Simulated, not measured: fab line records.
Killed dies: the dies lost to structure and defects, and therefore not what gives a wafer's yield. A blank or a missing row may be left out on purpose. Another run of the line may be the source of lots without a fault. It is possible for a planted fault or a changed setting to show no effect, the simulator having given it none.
Split-lot experiment ; flow ritCmos ; on a route of 202 steps: 5 lots, 23 wafers read

ON THE SPLIT
At RIT_SILICIDE_SPUTTER_01 (material Ti, target thk 30 nm, time 240 s), the setting timeS was moved away from the recipe's 240 s on 9 of the 23 wafers read, by -14.2% to +6.3%. This setting was run at the recipe's value on the other wafers.

THE PATH FROM SPLIT TO READING: the file shows 1 step between them
- RIT_SILICIDE_RS_MEAS_02: measures by four-point-probe

THE READING
SILICIDE_TI_THK, in nm, at RIT_SILICIDE_THK_MEAS_03 (measures by xrf). Fault-free wafers of this fab line usually give 31.0 nm, standard deviation 0.4 nm.

wafer;tool, chamber at the split;timeS as run, s;against the recipe;SILICIDE_TI_THK, nm;against lot-mates on the recipe
L075.2;pvdSputter-03, -;240;recipe;30.5;-
L075.3;pvdSputter-03, -;240;recipe;30.5;-
L075.4;pvdSputter-03, -;205.9;-14.2%;26.3;-4.1
L075.5;pvdSputter-03, -;240;recipe;30.1;-
L075.6;pvdSputter-03, -;205.9;-14.2%;26.1;-4.3
L076.1;pvdSputter-03, -;255.2;+6.3%;32.6;+1.7
L076.2;pvdSputter-03, -;240;recipe;30.7;-
L076.3;pvdSputter-03, -;240;recipe;31.0;-
L076.4;pvdSputter-03, -;255.2;+6.3%;32.5;+1.6
L076.5;pvdSputter-03, -;240;recipe;31.0;-
L078.1;pvdSputter-03, -;240;recipe;31.3;-
L078.2;pvdSputter-03, -;240;recipe;30.7;-
L078.3;pvdSputter-03, -;252.6;+5.2%;32.3;+1.3
L078.4;pvdSputter-03, -;252.6;+5.2%;32.8;+1.8
L078.6;pvdSputter-03, -;240;recipe;30.9;-
L081.2;pvdSputter-03, -;240;recipe;30.9;-
L081.3;pvdSputter-03, -;240;recipe;31.2;-
L081.5;pvdSputter-03, -;240;recipe;30.6;-
L082.1;pvdSputter-01, -;225.3;-6.1%;29.4;-1.8
L082.2;pvdSputter-01, -;225.3;-6.1%;29.2;-2.0
L082.4;pvdSputter-01, -;225.3;-6.1%;29.0;-2.2
L082.5;pvdSputter-01, -;240;recipe;31.1;-
L082.6;pvdSputter-01, -;240;recipe;31.3;-

THE FIT
A straight line over all 23 wafers: SILICIDE_TI_THK changes by +0.309 nm for each +1% of timeS; r = +0.98; the points scatter about the line by 0.33 nm.
The same after taking each lot's own level away (the mean of its wafers on the recipe; 23 wafers): +0.294 nm for each +1%; r = +0.99; scatter 0.21 nm.
Per that fit: largest timeS move, reading shift of 4.2 nm.
Across the lots, their own levels run from 30.37 to 31.20 nm, a range of 2.1 times the standard deviation given above.
The two slopes agree, so the slope changes little with the lot-to-lot level.
Check: for one of the wafers moved furthest among these (-14.2%), held out of the fit, the line's prediction against its lot-mates is -4.29 nm. It came out at -4.07 nm against them.

OTHER SPLITS APPLIED TO THESE WAFERS
Other splits were also applied to these wafers ahead of the reading. Each is held against what the fit with the lots' levels taken away leaves over:
other split on the same wafers;wafers away from the commonest value;r with SILICIDE_TI_THK (lot level and that fit taken away)
RIT_PSD_IMPLANT_08 doseCm2;9;+0.02
RIT_SDANNEAL_CLEAN_00 timeS;18;-0.04

THE WHOLE CHAIN: every reading that the file lists as answering this split, in the file's order
step;what it does;reading;change (the file's fit);r (the file's)
RIT_SILICIDE_SPUTTER_01;material Ti, target thk 30 nm, time 240 s;Ti_of_SILICIDE_SPUTTER_01.thkNm (the simulator's own value, which no gauge read);+0.284 nm for each +1% of the setting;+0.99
RIT_SILICIDE_RS_MEAS_02;measures by four-point-probe;SILICIDE_TI_RS;-0.629 for each +1% of the setting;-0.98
RIT_SILICIDE_THK_MEAS_03;measures by xrf;SILICIDE_TI_THK;+0.291 for each +1% of the setting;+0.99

FILE'S OWN FIT
SILICIDE_TI_THK changes by +0.291 nm for each +1% of timeS, r = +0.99.
